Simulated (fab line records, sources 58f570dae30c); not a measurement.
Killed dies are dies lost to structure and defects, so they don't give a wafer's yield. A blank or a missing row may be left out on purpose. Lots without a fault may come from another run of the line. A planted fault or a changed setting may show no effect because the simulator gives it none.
fab line records | flow berkeley_cmos170
record lots=5 wafers=15 last_day=11
route steps=331 shown M1@239 V1@254 M2@271
lots that met no fault: from a run of the same line without faults
start_h: hours from the record's first day to the start of the lot's first wafer shown | wait_h: hours since the lot's step before | " the same as in the row above | L1.1+2: a row that stands for several wafers | - no value, or no start given | * or withheld: withheld | < > ~ a bound
route shown NAME@n: a module of which the file shows steps, and the number in the route of the first | usual: mean/standard deviation of fault-free wafers | same: alike in all rows | chamber/n: place in a boat | sites: the reading at each site | _std_site: their standard deviation | _edge_site: outer sites' mean less inner sites' | radius_mm: how far each site lies from the wafer's centre | mask NAME#n: copy n | behind: the tool/chamber that last shaped the wafer | hold: why the lot was held/for how many hours/how that ended | device: the transistor (n, p or np) that didn't switch | end of line: the same wafers' tests at the end of the route | a step without rows: its recipe alone | killed: dies lost to structure and defects at the first sort, not the wafer's yield | map: a wafer's dies, x killed, . not, _ none there
set.NAME: the setting as run; set.NAME@STEP: as run at that earlier step | model.NAME: the simulator's own value behind a step, which no gauge read
lots at some steps of the route; a table a step, a row a wafer
services: from which hour (start_h, from the record's first day; less than 0 if before it) a tool's chamber was out of use, for how many hours, and why
## steps
# step UCB170_M1_RS_MEAS_01
# recipe thk_meas_gauge=four-point-probe reads=Al_of_M1_SPUTTER_00
# usual M1_AL_RS=0.0488/0.00059
# columns lot.wafer tool chamber start_h wait_h M1_AL_RS[ohm/sq]
L081.1 film_metro-01 - 168.87 0.0 0.0490
L081.5 " - " " 0.0484
L081.6 " - " " 0.0489
L075.1 film_metro-02 - 175.59 0.0 0.0503
L075.3 " - " " 0.0503
L075.5 " - " " 0.0504
L086.1 film_metro-01 - 209.65 0.0 0.0485
L086.4 " - " " 0.0482
L086.5 " - " " 0.0480
L094.3 film_metro-03 - 234.68 0.1 0.0489
L094.5 " - " " 0.0490
L094.6 " - " " 0.0485
L092.1 film_metro-02 - 235.97 0.0 0.0496
L092.3 " - " " 0.0488
L092.5 " - " " 0.0487
# step UCB170_M1_THK_MEAS_02
# recipe thk_meas_gauge=xrf reads=Al_of_M1_SPUTTER_00
# usual M1_AL_THK=605/7.5
# columns lot.wafer tool chamber start_h wait_h M1_AL_THK[nm]
L081.1 film_metro-01 - 168.99 0.1 604
L081.5 " - " " 613
L081.6 " - " " 602
L075.1 film_metro-02 - 175.71 0.1 583
L075.3 " - " " 588
L075.5 " - " " 585
L086.1 film_metro-01 - 209.77 0.1 608
L086.4 " - " " 613
L086.5 " - " " 610
L094.3 film_metro-03 - 234.78 0.1 603
L094.5 " - " " 603
L094.6 " - " " 608
L092.1 film_metro-02 - 236.09 0.1 592
L092.3 " - " " 604
L092.5 " - " " 605
# step UCB170_M1_COAT_03
# recipe resist=BARC temp_c=withheld time_s=withheld spin_rpm=3000 resist_thk_nm=withheld
# columns lot.wafer tool chamber start_h wait_h
L081.1+5+6 litho_track-03 0 169.32 0.3
L075.1+3+5 litho_track-03 0 176.02 0.3
L086.1+4+5 litho_track-04 0 209.83 0.1
L094.3+5+6 litho_track-01 0 234.87 0.1
L092.1+3+5 litho_track-03 0 236.24 0.1
# step UCB170_M1_COAT_04
# recipe resist=KrF spin_rpm=1500 resist_thk_nm=900
# columns lot.wafer tool chamber start_h wait_h
L081.1+5+6 litho_track-03 0 - -
L075.1+3+5 litho_track-03 0 - -
L086.1+4+5 litho_track-04 0 - -
L094.3+5+6 litho_track-01 0 - -
L092.1+3+5 litho_track-03 0 - -
# step UCB170_M1_SOFTBAKE_05
# recipe resist=KrF temp_c=130 time_s=60
# same time_s=60
# columns lot.wafer tool chamber start_h wait_h
L081.1+5+6 litho_track-03 0 - -
L075.1+3+5 litho_track-03 0 - -
L086.1+4+5 litho_track-04 0 - -
L094.3+5+6 litho_track-01 0 - -
L092.1+3+5 litho_track-03 0 - -
# step UCB170_M1_EXPOSE_06
# recipe mask_id=METAL1 target_cd_nm=700 na=0.5 sigma_outer=0.6 source_shape=conventional dose_mj=21
# usual focus_offset_nm=0.1/0.51 reticle_temp_C=22.98/0.11
# columns lot.wafer tool chamber start_h wait_h mask focus_offset_nm reticle_temp_C
L081.1 krf_scanner-01 0 169.90 - METAL1#0 0.3 22.82
L081.5 " 0 " " METAL1#0 0.9 22.88
L081.6 " 0 " " METAL1#0 0.4 22.85
L075.1 krf_scanner-02 0 176.60 - METAL1#0 0.2 23.08
L075.3 " 0 " " METAL1#0 0.2 23.02
L075.5 " 0 " " METAL1#0 0.1 23.09
L086.1 krf_scanner-02 0 210.41 - METAL1#0 1.0 23.06
L086.4 " 0 " " METAL1#0 0.3 22.91
L086.5 " 0 " " METAL1#0 0.6 22.92
L094.3 krf_scanner-01 0 235.31 - METAL1#0 -0.1 23.15
L094.5 " 0 " " METAL1#0 0.5 22.97
L094.6 " 0 " " METAL1#0 0.5 22.89
L092.1 krf_scanner-01 0 236.69 - METAL1#0 0.3 22.95
L092.3 " 0 " " METAL1#0 0.2 22.78
L092.5 " 0 " " METAL1#0 0.5 23.02
# step UCB170_M1_PEB_07
# recipe peb_temp_c=130 peb_time_s=withheld resist=KrF
# usual plate_sensor_t_centre_C=131.41/0.0097 plate_sensor_t_edge_C=131.53/0.011
# columns lot.wafer tool chamber start_h wait_h plate_sensor_t_centre_C plate_sensor_t_edge_C
L081.1 litho_track-03 0 170.05 0.1 131.4 131.53
L081.5 " 0 " " 131.39 131.52
L081.6 " 0 " " 131.42 131.51
L075.1 litho_track-01 0 176.72 0.1 131.42 131.54
L075.3 " 0 " " 131.43 131.53
L075.5 " 0 " " 131.4 131.55
L086.1 litho_track-01 0 210.71 0.3 131.41 131.54
L086.4 " 0 " " 131.41 131.52
L086.5 " 0 " " 131.39 131.52
L094.3 litho_track-04 0 235.44 0.1 131.41 131.55
L094.5 " 0 " " 131.42 131.53
L094.6 " 0 " " 131.41 131.52
L092.1 litho_track-04 0 236.81 0.1 131.41 131.53
L092.3 " 0 " " 131.41 131.52
L092.5 " 0 " " 131.4 131.52
# step UCB170_M1_DEVELOP_08
# recipe developer=TMAH develop_time_s=45 resist=KrF dev_temp_c=21
# columns lot.wafer tool chamber start_h wait_h
L081.1+5+6 litho_track-03 0 - -
L075.1+3+5 litho_track-01 0 - -
L086.1+4+5 litho_track-01 0 - -
L094.3+5+6 litho_track-04 0 - -
L092.1+3+5 litho_track-04 0 - -
# step UCB170_M1_CD_MEAS_09
# recipe target_cd_nm=700
# usual cd_nm=700.0/1.2
# columns lot.wafer tool chamber start_h wait_h cd_nm
L081.1 cd_sem-01 - 170.32 - 700.3
L081.5 " - " " 699.2
L081.6 " - " " 698.3
L075.1 cd_sem-01 - 177.23 - 701.5
L075.3 " - " " 700.7
L075.5 " - " " 701.8
L086.1 cd_sem-02 - 210.99 - 701.3
L086.4 " - " " 701.6
L086.5 " - " " 701.6
L094.3 cd_sem-01 - 235.77 - 700.4
L094.5 " - " " 699.9
L094.6 " - " " 700.6
L092.1 cd_sem-01 - 237.09 - 698.6
L092.3 " - " " 698.5
L092.5 " - " " 698.0
# step UCB170_M1_OVL_MEAS_10
# usual M1_OVL=-2/5.6
# columns lot.wafer tool chamber start_h wait_h M1_OVL[nm]
L081.1 overlay-01 - 170.44 0.1 -8
L081.5 " - " " -11
L081.6 " - " " -12
L075.1 overlay-02 - 177.35 0.1 6
L075.3 " - " " 8
L075.5 " - " " 11
L086.1 overlay-01 - 211.11 0.1 -8
L086.4 " - " " -6
L086.5 " - " " -4
L094.3 overlay-02 - 235.86 0.1 -2
L094.5 " - " " -7
L094.6 " - " " 0
L092.1 overlay-02 - 237.21 0.1 -7
L092.3 " - " " 6
L092.5 " - " " -3
# step UCB170_M1_ETCH_11
# recipe chemistry=N2/H2 target_depth_a=withheld overetch_a=withheld target=BARC time_s=withheld source_w=500 bias_w=100 pressure_mtorr=30.91 n2_flow_sccm=100 h2_flow_sccm=200
# usual chamber_pressure_mTorr=30.910/0.028 drypump_motor_current_A=6.0/0.39 oes_product_au=0.994/0.023 rf_fwd_power_W=495.4/1.9 throttle_valve_pct=13.00/0.14
# columns lot.wafer tool chamber start_h wait_h chamber_pressure_mTorr drypump_motor_current_A oes_product_au rf_fwd_power_W throttle_valve_pct
L081.1 rie_diel-04 0 170.48 0.0 30.952 6.4 1.003 496.3 12.96
L081.5 " 3 " " 30.893 5.8 1.006 500.0 13.09
L081.6 " 1 " " 30.896 5.6 1.008 492.6 13.00
L075.1 rie_diel-04 0 177.38 0.0 30.968 6.4 1.005 493.3 12.98
L075.3 " 1 " " 30.893 5.6 1.019 493.9 13.01
L075.5 " 3 " " 30.936 5.8 0.995 497.3 13.06
L086.1 rie_diel-04 3 211.14 0.0 30.927 5.7 1.008 495.2 13.07
L086.4 " 1 " " 30.885 5.6 1.021 497.5 13.00
L086.5 " 3 " " 30.956 5.7 0.994 495.2 13.07
L094.3 rie_diel-03 0 235.89 0.0 30.905 5.6 0.982 500.5 13.07
L094.5 " 3 " " 30.889 6.2 1.006 495.3 12.74
L094.6 " 0 " " 30.884 5.6 0.981 496.9 13.08
L092.1 rie_diel-03 2 237.24 0.0 30.906 5.8 1.017 496.2 12.91
L092.3 " 1 " " 30.912 6.3 1.022 495.8 13.36
L092.5 " 1 " " 30.954 6.3 1.019 493.9 13.36
# step UCB170_M1_METAL_ETCH_12
# recipe chemistry=Cl2/BCl3 target=Al stop_on=PSG pressure_mtorr=12 target_depth_a=7800 over_etch_frac=0.3 time_s=130 icp_w=600 bias_w=120 Cl2_flow_sccm=90 bcl3_flow_sccm=45
# usual chamber_pressure_mTorr=12.001/0.011 drypump_motor_current_A=5.8/0.52 oes_product_au=0.850/0.015 rf_fwd_power_W=597.5/1.8 throttle_valve_pct=24.57/0.1
# same time_s=130
# columns lot.wafer tool chamber start_h wait_h chamber_pressure_mTorr drypump_motor_current_A oes_product_au rf_fwd_power_W rf_hours_counter_h throttle_valve_pct
L081.1 rie_metal-01 0 170.52 - 12.004 6.4 0.846 595.5 3 24.70
L081.5 " 0 " " 12.000 6.4 0.849 599.7 - 24.67
L081.6 " 1 " " 12.027 6.0 0.849 597.3 - 24.43
L075.1 rie_metal-01 0 177.42 - 11.988 6.4 0.828 597.1 3 24.70
L075.3 " 1 " " 12.008 6.0 0.830 595.7 - 24.46
L075.5 " 0 " " 12.003 6.4 0.828 599.1 - 24.69
L086.1 rie_metal-04 0 211.18 - 12.024 6.3 0.878 597.2 13 24.44
L086.4 " 1 " " 12.017 5.3 0.847 597.8 - 24.61
L086.5 " 0 " " 12.005 6.3 0.881 597.3 - 24.43
L094.3 rie_metal-01 1 235.97 - 12.005 6.0 0.847 598.7 - 24.43
L094.5 " 1 " " 11.998 6.0 0.834 600.3 - 24.44
L094.6 " 0 " " 12.022 6.4 0.848 597.2 - 24.69
L092.1 rie_metal-01 0 237.28 - 11.970 6.4 0.836 599.7 5 24.68
L092.3 " 0 " " 12.003 6.4 0.840 597.4 - 24.69
L092.5 " 0 " " 12.005 6.4 0.843 596.8 - 24.70
# step UCB170_M1_STRIP_13
# recipe chemistry=O2 power_w=400 pressure_mtorr=3500 platen_temp_c=withheld o2_flow_sccm=400 overash_fraction=0.5
# usual chamber_pressure_mTorr=3501/3.2 drypump_motor_current_A=5.82/0.15 oes_product_au=0.720/0.0047
# same overash_fraction=0.5
# columns lot.wafer tool chamber start_h wait_h chamber_pressure_mTorr drypump_motor_current_A oes_product_au rf_hours_counter_h
L081.1 plasma_asher-04 0 170.65 0.1 3500 5.87 0.721 47
L081.5 " 1 " " 3501 6.08 0.727 -
L081.6 " 0 " " 3499 5.88 0.721 -
L075.1 plasma_asher-03 0 177.56 0.1 3501 5.84 0.719 41
L075.3 " 0 " " 3502 5.82 0.716 -
L075.5 " 1 " " 3502 5.56 0.719 -
L086.1 plasma_asher-02 0 211.32 0.1 3504 5.91 0.726 53
L086.4 " 1 " " 3500 5.78 0.720 -
L086.5 " 0 " " 3497 5.90 0.715 -
L094.3 plasma_asher-02 0 236.09 0.1 3502 5.90 0.720 -
L094.5 " 0 " " 3507 5.89 0.722 -
L094.6 " 1 " " 3502 5.78 0.721 -
L092.1 plasma_asher-03 1 237.42 0.1 3500 5.51 0.719 50
L092.3 " 0 " " 3507 5.80 0.719 -
L092.5 " 0 " " 3495 5.81 0.717 -
# step UCB170_M1_CD_MEAS_90
# recipe target_cd_nm=700
# usual cd_nm=698.7/1.9
# columns lot.wafer tool chamber start_h wait_h cd_nm
L081.1 cd_sem-02 - 170.75 0.1 699.0
L081.5 " - " " 699.3
L081.6 " - " " 699.6
L075.1 cd_sem-01 - 177.66 0.1 698.8
L075.3 " - " " 701.1
L075.5 " - " " 702.2
L086.1 cd_sem-01 - 211.42 0.1 701.4
L086.4 " - " " 698.6
L086.5 " - " " 700.4
L094.3 cd_sem-02 - 236.20 0.1 699.9
L094.5 " - " " 698.8
L094.6 " - " " 699.1
L092.1 cd_sem-01 - 237.52 0.1 696.9
L092.3 " - " " 699.2
L092.5 " - " " 698.3
# step UCB170_M1_ANNEAL_14
# recipe temp_c=400 time_s=1200 ambient=forming_gas
# same time_s=1200
# columns lot.wafer tool chamber start_h wait_h
L081.1+5+6 - - 172.18 1.4
L075.1+3+5 - - 180.99 3.3
L086.1+4+5 - - 214.64 3.2
L092.1+3+5 - - 240.22 2.7
L094.3+5+6 - - 240.22 4.0
# step UCB170_V1_CVD_00
# recipe material=SiO2 target_thk_nm=2000 temp_c=390 precursor=TEOS/O2 time_s=250 rf_w=550 pressure_mtorr=9000
# usual heater_power_w=254/46 pressure_mtorr=8999/16 rf_fwd_power_W=548.6/1.7
# same time_s=250
# columns lot.wafer tool chamber start_h wait_h heater_power_w pressure_mtorr rf_fwd_power_W
L081.1 pecvd-02 1 173.51 0.0 237 9003 546.2
L081.5 " 1 " " 291 9001 549.5
L081.6 " 0 " " 296 9014 552.8
L075.1 pecvd-02 0 182.33 0.0 237 8994 550.9
L075.3 " 2 " " 231 9010 549.1
L075.5 " 1 " " 213 8972 549.6
L086.1 pecvd-03 1 215.98 0.0 292 9001 547.2
L086.4 " 1 " " 209 9007 547.4
L086.5 " 0 " " 284 8997 551.8
L094.3 pecvd-01 1 241.55 0.0 276 8991 545.1
L094.5 " 1 " " 198 8998 548.1
L094.6 " 0 " " 177 8969 547.2
L092.1 pecvd-03 0 241.71 0.2 260 9040 548.6
L092.3 " 2 " " 358 9018 549.3
L092.5 " 1 " " 209 9001 549.4
# step UCB170_V1_THK_MEAS_01
# recipe reads=SiO2_of_V1_CVD_00
# usual V1_TEOS_THK=1999/28
# columns lot.wafer tool chamber start_h wait_h V1_TEOS_THK[nm]
L081.1 film_metro-02 - 173.67 0.1 1990
L081.5 " - " " 2027
L081.6 " - " " 2063
L075.1 film_metro-04 - 182.48 0.1 2006
L075.3 " - " " 1983
L075.5 " - " " 1981
L086.1 film_metro-03 - 216.13 0.1 1941
L086.4 " - " " 2007
L086.5 " - " " 2021
L094.3 film_metro-02 - 241.73 0.1 1999
L094.5 " - " " 2044
L094.6 " - " " 2010
L092.1 film_metro-03 - 241.86 0.1 2001
L092.3 " - " " 1994
L092.5 " - " " 2000
# step UCB170_V1_CMP_02
# recipe material=SiO2 down_force_psi=6 platen_rpm=60 pad_velocity_m_s=0.75398
# usual motor_current_A=16.2/1.1
# columns lot.wafer tool chamber start_h wait_h motor_current_A
L081.1 cmp-02 2 174.08 0.4 14.8
L081.5 " 1 " " 17.8
L081.6 " 2 " " 14.1
L075.3 cmp-01 3 182.64 0.1 16.0
L075.1 " 0 " " 15.9
L075.5 " 2 " " 17.0
L086.1 cmp-01 0 216.24 0.1 16.5
L086.4 " 2 " " 17.1
L086.5 " 3 " " 15.5
L094.3 cmp-02 1 241.82 0.1 17.9
L094.5 " 0 " " 17.3
L094.6 " 1 " " 17.5
L092.1 cmp-02 1 242.72 0.8 18.4
L092.3 " 2 " " 14.9
L092.5 " 0 " " 16.6
# step UCB170_V1_BOW_MEAS_03
# recipe mode=bow
# usual V1_BOW=17/7
# columns lot.wafer tool chamber start_h wait_h V1_BOW[um]
L081.1 film_metro-02 - 174.33 0.2 30
L081.5 " - " " 19
L081.6 " - " " 18
L075.1 film_metro-03 - 182.84 0.1 23
L075.3 " - " " 23
L075.5 " - " " 11
L086.1 film_metro-03 - 216.49 0.2 23
L086.4 " - " " 21
L086.5 " - " " 6
L094.3 film_metro-04 - 242.11 0.2 16
L094.5 " - " " 24
L094.6 " - " " 23
L092.1 film_metro-02 - 242.97 0.2 22
L092.3 " - " " 12
L092.5 " - " " 29
# step UCB170_V1_THK_MEAS_04
# recipe reads=SiO2_of_V1_CVD_00
# usual V1_POLISHED_THK=1000.2/1.4
# columns lot.wafer tool chamber start_h wait_h V1_POLISHED_THK[nm]
L081.1 film_metro-02 - 174.45 0.1 1002.7
L081.5 " - " " 1002.2
L081.6 " - " " 1002.2
L075.1 film_metro-03 - 182.96 0.1 998.0
L075.3 " - " " 998.3
L075.5 " - " " 997.3
L086.1 film_metro-03 - 216.61 0.1 998.9
L086.4 " - " " 999.2
L086.5 " - " " 998.9
L094.3 film_metro-04 - 242.21 0.1 1001.1
L094.5 " - " " 1000.9
L094.6 " - " " 1001.2
L092.1 film_metro-02 - 243.09 0.1 1001.5
L092.3 " - " " 1003.5
L092.5 " - " " 1001.3
# step UCB170_V1_CLEAN_05
# recipe chemistry=DIW
# columns lot.wafer tool chamber start_h wait_h
L081.1+5+6 wet_bench-01 0 174.53 0.1
L075.1+3+5 wet_bench-01 2 183.02 0.1
L086.1+4+5 wet_bench-04 0 216.81 0.2
L094.3+5+6 wet_bench-03 1 242.25 0.0
L092.1+3+5 wet_bench-04 0 243.15 0.1
# step UCB170_V1_HMDS_06
# recipe prime_time_s=60 prime_temp_c=100
# usual prime_temp_c=99.98/0.13
# columns lot.wafer tool chamber start_h wait_h prime_temp_c
L081.1 litho_track-04 0 174.94 0.2 100.04
L081.5 " 0 " " 99.90
L081.6 " 0 " " 99.93
L075.1 litho_track-04 0 183.39 0.2 99.87
L075.3 " 0 " " 99.82
L075.5 " 0 " " 100.05
L086.1 litho_track-01 0 217.00 0.0 100.08
L086.4 " 0 " " 100.03
L086.5 " 0 " " 100.11
L094.3 litho_track-04 0 242.47 0.1 99.86
L094.5 " 0 " " 100.10
L094.6 " 0 " " 100.05
L092.1 litho_track-01 0 243.41 0.1 99.80
L092.3 " 0 " " 99.90
L092.5 " 0 " " 99.84
# step UCB170_V1_COAT_07
# recipe resist=KrF spin_rpm=1500 resist_thk_nm=900
# columns lot.wafer tool chamber start_h wait_h
L081.1+5+6 litho_track-04 0 175.09 0.1
L075.1+3+5 litho_track-04 0 183.54 0.1
L086.1+4+5 litho_track-01 0 217.15 0.1
L094.3+5+6 litho_track-04 0 242.62 0.1
L092.1+3+5 litho_track-01 0 243.56 0.1
# step UCB170_V1_SOFTBAKE_08
# recipe resist=KrF temp_c=130 time_s=60
# same time_s=60
# columns lot.wafer tool chamber start_h wait_h
L081.1+5+6 litho_track-04 0 175.24 0.1
L075.1+3+5 litho_track-04 0 183.69 0.1
L086.1+4+5 litho_track-01 0 217.30 0.1
L094.3+5+6 litho_track-04 0 242.77 0.1
L092.1+3+5 litho_track-01 0 243.71 0.1
# step UCB170_V1_EXPOSE_09
# recipe mask_id=VIA1 target_cd_nm=700 na=0.5 sigma_outer=0.6 source_shape=conventional dose_mj=37
# usual focus_offset_nm=0.0/0.44 reticle_temp_C=22.99/0.11
# columns lot.wafer tool chamber start_h wait_h mask focus_offset_nm reticle_temp_C
L081.1 krf_scanner-01 0 175.51 0.2 VIA1#0 0.2 23.08
L081.5 " 0 " " VIA1#0 -0.4 23.12
L081.6 " 0 " " VIA1#0 0.8 22.98
L075.1 krf_scanner-01 0 183.84 0.1 VIA1#0 0.3 23.08
L075.3 " 0 " " VIA1#0 0.6 23.11
L075.5 " 0 " " VIA1#0 -0.3 23.13
L086.1 krf_scanner-01 0 217.57 0.2 VIA1#0 -0.4 22.99
L086.4 " 0 " " VIA1#0 -0.4 22.95
L086.5 " 0 " " VIA1#0 -0.2 22.96
L094.3 krf_scanner-01 0 243.06 0.3 VIA1#0 -0.2 23.03
L094.5 " 0 " " VIA1#0 0.1 23.13
L094.6 " 0 " " VIA1#0 0.8 23.20
L092.1 krf_scanner-01 0 244.05 0.3 VIA1#0 0.6 22.97
L092.3 " 0 " " VIA1#0 0.1 23.01
L092.5 " 0 " " VIA1#0 -0.1 22.80
# step UCB170_V1_PEB_10
# recipe peb_temp_c=130 peb_time_s=withheld resist=KrF
# columns lot.wafer tool chamber start_h wait_h
L081.1+5+6 litho_track-02 0 175.99 0.5
L075.1+3+5 litho_track-04 0 184.12 0.3
L086.1+4+5 litho_track-02 0 217.69 0.1
L094.3+5+6 litho_track-04 0 243.37 0.3
L092.1+3+5 litho_track-02 0 244.16 0.1
# step UCB170_V1_DEVELOP_11
# recipe developer=TMAH develop_time_s=45 resist=KrF dev_temp_c=21
# columns lot.wafer tool chamber start_h wait_h
L081.1+5+6 litho_track-02 0 - -
L075.1+3+5 litho_track-04 0 - -
L086.1+4+5 litho_track-02 0 - -
L094.3+5+6 litho_track-04 0 - -
L092.1+3+5 litho_track-02 0 - -
# step UCB170_V1_CD_MEAS_12
# recipe target_cd_nm=700
# usual cd_nm=700.1/1.4
# columns lot.wafer tool chamber start_h wait_h cd_nm
L081.1 cd_sem-02 - 176.47 - 700.1
L081.5 " - " " 700.1
L081.6 " - " " 701.4
L075.1 cd_sem-02 - 184.39 - 702.6
L075.3 " - " " 701.8
L075.5 " - " " 700.5
L086.1 cd_sem-01 - 217.97 - 702.1
L086.4 " - " " 700.7
L086.5 " - " " 701.0
L094.3 cd_sem-01 - 243.64 - 699.5
L094.5 " - " " 700.1
L094.6 " - " " 700.3
L092.1 cd_sem-02 - 244.44 - 701.1
L092.3 " - " " 700.1
L092.5 " - " " 701.5
# step UCB170_V1_OVL_MEAS_13
# usual V1_OVL=2/5.4
# columns lot.wafer tool chamber start_h wait_h V1_OVL[nm]
L081.1 overlay-02 - 176.59 0.1 4
L081.5 " - " " 2
L081.6 " - " " 4
L075.1 overlay-02 - 184.51 0.1 4
L075.3 " - " " 7
L075.5 " - " " 8
L086.1 overlay-01 - 218.09 0.1 -1
L086.4 " - " " 3
L086.5 " - " " 4
L094.3 overlay-01 - 243.73 0.1 5
L094.5 " - " " -3
L094.6 " - " " -4
L092.1 overlay-02 - 244.56 0.1 -7
L092.3 " - " " -11
L092.5 " - " " -12
# step UCB170_V1_ETCH_14
# recipe chemistry=CHF3/CF4/Ar target=SiO2 stop_on=Al CHF3_flow_sccm=45 cf4_flow_sccm=15 Ar_flow_sccm=150 pressure_mtorr=200 rf_w=700 target_depth_a=12500 over_etch_frac=0.25 time_s=301.1
# usual chamber_pressure_mTorr=199.99/0.19 drypump_motor_current_A=5.9/0.5 oes_product_au=0.870/0.015 throttle_valve_pct=6.92/0.089
# same time_s=301.1
# columns lot.wafer tool chamber start_h wait_h chamber_pressure_mTorr drypump_motor_current_A oes_product_au rf_hours_counter_h throttle_valve_pct
L081.1 rie_diel-02 0 176.62 0.0 199.92 4.7 0.856 119 7.12
L081.5 " 2 " " 200.08 6.4 0.881 - 6.97
L081.6 " 1 " " 200.02 5.9 0.863 - 6.90
L075.1 rie_diel-04 2 184.55 0.0 200.21 5.8 0.855 0 6.77
L075.3 " 0 " " 200.25 6.4 0.871 8 6.85
L075.5 " 1 " " 200.15 5.6 0.868 - 6.97
L086.1 rie_diel-01 3 218.12 0.0 200.28 5.8 0.855 47 6.92
L086.4 " 2 " " 200.03 6.7 0.881 97 6.97
L086.5 " 2 " " 199.71 6.8 0.887 - 6.96
L094.3 rie_diel-02 3 243.75 0.0 199.72 6.0 0.885 78 7.05
L094.5 " 3 " " 199.58 6.0 0.881 - 7.06
L094.6 " 2 " " 200.20 6.5 0.868 - 6.97
L092.1 rie_diel-01 2 244.59 0.0 200.13 6.7 0.883 98 6.98
L092.3 " 3 " " 199.95 5.8 0.869 48 6.92
L092.5 " 3 " " 199.93 5.7 0.853 - 6.93
# step UCB170_V1_STRIP_15
# recipe chemistry=O2 power_w=400 pressure_mtorr=3500 platen_temp_c=withheld o2_flow_sccm=400 overash_fraction=0.5
# usual chamber_pressure_mTorr=3500/3.2 drypump_motor_current_A=5.7/0.35 oes_product_au=0.722/0.0046 strip_time_to_endpoint_s=15.11/0.12
# same overash_fraction=0.5
# columns lot.wafer tool chamber start_h wait_h chamber_pressure_mTorr drypump_motor_current_A oes_product_au rf_hours_counter_h strip_time_to_endpoint_s
L081.1 plasma_asher-01 0 176.80 0.1 3498 5.0 0.719 6 15.04
L081.5 " 1 " " 3503 5.6 0.724 - 14.99
L081.6 " 0 " " 3499 5.0 0.726 - 15.10
L075.1 plasma_asher-04 1 184.73 0.1 3502 6.0 0.722 49 15.24
L075.3 " 0 " " 3498 5.9 0.721 - 14.87
L075.5 " 0 " " 3501 5.9 0.726 - 14.98
L086.1 plasma_asher-01 0 218.30 0.1 3499 5.0 0.721 8 15.21
L086.4 " 1 " " 3504 5.6 0.720 - 15.18
L086.5 " 0 " " 3499 5.0 0.719 - 15.21
L094.3 plasma_asher-04 0 243.97 0.1 3504 5.9 0.722 - 15.08
L094.5 " 1 " " 3498 6.0 0.718 - 15.13
L094.6 " 0 " " 3499 5.9 0.727 - 15.01
L092.1 plasma_asher-04 1 244.77 0.1 3501 6.0 0.724 56 15.09
L092.3 " 1 " " 3492 6.1 0.718 - 15.31
L092.5 " 0 " " 3502 5.9 0.726 - 15.28
# step UCB170_V1_CD_MEAS_90
# recipe target_cd_nm=700
# usual cd_nm=700.2/1.6
# columns lot.wafer tool chamber start_h wait_h cd_nm
L081.1 cd_sem-02 - 177.19 0.4 701.0
L081.5 " - " " 701.5
L081.6 " - " " 701.0
L075.1 cd_sem-02 - 184.83 0.1 703.4
L075.3 " - " " 702.6
L075.5 " - " " 700.7
L086.1 cd_sem-01 - 218.45 0.1 701.8
L086.4 " - " " 702.0
L086.5 " - " " 702.1
L094.3 cd_sem-02 - 244.07 0.1 699.3
L094.5 " - " " 699.0
L094.6 " - " " 701.0
L092.1 cd_sem-02 - 244.87 0.1 701.9
L092.3 " - " " 700.2
L092.5 " - " " 701.3
# step UCB170_M2_PRE_CLEAN_00
# recipe gas=Ar preclean_etch_time_s=60
# columns lot.wafer tool chamber start_h wait_h
L081.1+5+6 pvd_sputter-02 - 177.31 0.1
L075.1+3+5 pvd_sputter-03 - 184.95 0.1
L086.1+4+5 pvd_sputter-04 - 218.57 0.1
L094.3+5+6 pvd_sputter-03 - 244.15 0.1
L092.1+3+5 pvd_sputter-02 - 244.99 0.1
# step UCB170_M2_SPUTTER_01
# recipe material=Al target_thk_nm=900 time_s=120 power_w=6000 chamber_pressure_pa=0.5
# usual throttle_valve_pct=29.9/0.93
# same time_s=120
# columns lot.wafer tool chamber start_h wait_h throttle_valve_pct
L081.1 pvd_sputter-02 - 177.37 0.0 29.9
L081.5 " - " " 30.3
L081.6 " - " " 31.2
L075.1 pvd_sputter-03 - 185.02 0.0 31.0
L075.3 " - " " 30.1
L075.5 " - " " 28.3
L086.1 pvd_sputter-04 - 218.63 0.0 28.6
L086.4 " - " " 30.6
L086.5 " - " " 29.9
L094.3 pvd_sputter-03 - 244.22 0.0 29.7
L094.5 " - " " 28.3
L094.6 " - " " 29.9
L092.1 pvd_sputter-02 - 245.06 0.0 30.0
L092.3 " - " " 31.4
L092.5 " - " " 31.3
# step UCB170_M2_RS_MEAS_02
# recipe thk_meas_gauge=four-point-probe reads=Al_of_M2_SPUTTER_01
# usual M2_AL_RS=0.0320/0.0003
# columns lot.wafer tool chamber start_h wait_h M2_AL_RS[ohm/sq]
L081.1 film_metro-01 - 177.46 0.0 0.0319
L081.5 " - " " 0.0322
L081.6 " - " " 0.0320
L075.1 film_metro-04 - 185.10 0.0 0.0317
L075.3 " - " " 0.0321
L075.5 " - " " 0.0318
L086.1 film_metro-04 - 218.72 0.0 0.0325
L086.4 " - " " 0.0324
L086.5 " - " " 0.0327
L094.3 film_metro-04 - 244.34 0.1 0.0326
L094.5 " - " " 0.0320
L094.6 " - " " 0.0320
L092.1 film_metro-04 - 245.14 0.0 0.0317
L092.3 " - " " 0.0322
L092.5 " - " " 0.0322
# step UCB170_M2_THK_MEAS_03
# recipe thk_meas_gauge=xrf reads=Al_of_M2_SPUTTER_01
# usual M2_AL_THK=916/9.1
# columns lot.wafer tool chamber start_h wait_h M2_AL_THK[nm]
L081.1 film_metro-01 - 177.58 0.1 927
L081.5 " - " " 910
L081.6 " - " " 921
L075.1 film_metro-04 - 185.22 0.1 919
L075.3 " - " " 915
L075.5 " - " " 920
L086.1 film_metro-04 - 218.84 0.1 900
L086.4 " - " " 906
L086.5 " - " " 897
L094.3 film_metro-04 - 244.44 0.1 898
L094.5 " - " " 910
L094.6 " - " " 914
L092.1 film_metro-04 - 245.26 0.1 919
L092.3 " - " " 910
L092.5 " - " " 908
## services
# columns tool chamber start_h hours kind
krf_scanner-02 - 149.17 1.0 pm
pvd_sputter-03 - 153.25 16.6 repair
rie_diel-04 0 160.27 2.2 repair
furnace-01 - 164.18 3.3 pm
krf_scanner-01 - 167.40 0.8 pm
furnace-01 - 167.49 4.0 pm
plasma_asher-01 - 178.09 28.1 pm
pvd_sputter-04 - 179.33 6.0 repair
rie_diel-02 0 185.16 11.5 repair
cmp-02 - 185.54 5.4 pm
pvd_sputter-03 - 199.04 2.6 repair
cmp-02 - 204.51 0.9 repair
krf_scanner-01 - 207.75 1.3 pm
rie_diel-04 2 210.81 4.5 repair
krf_scanner-02 - 211.39 0.8 pm
pvd_sputter-02 - 212.14 13.7 repair
rie_diel-03 3 214.78 3.2 repair
krf_scanner-02 - 214.80 1.3 pm
pecvd-03 - 216.37 1.5 repair
cmp-01 - 217.96 0.8 repair
rie_diel-04 2 218.26 6.5 repair
pecvd-03 - 221.88 0.2 repair
plasma_asher-04 - 224.44 0.4 repair
cmp-02 - 232.00 4.0 pm
## key
fault none
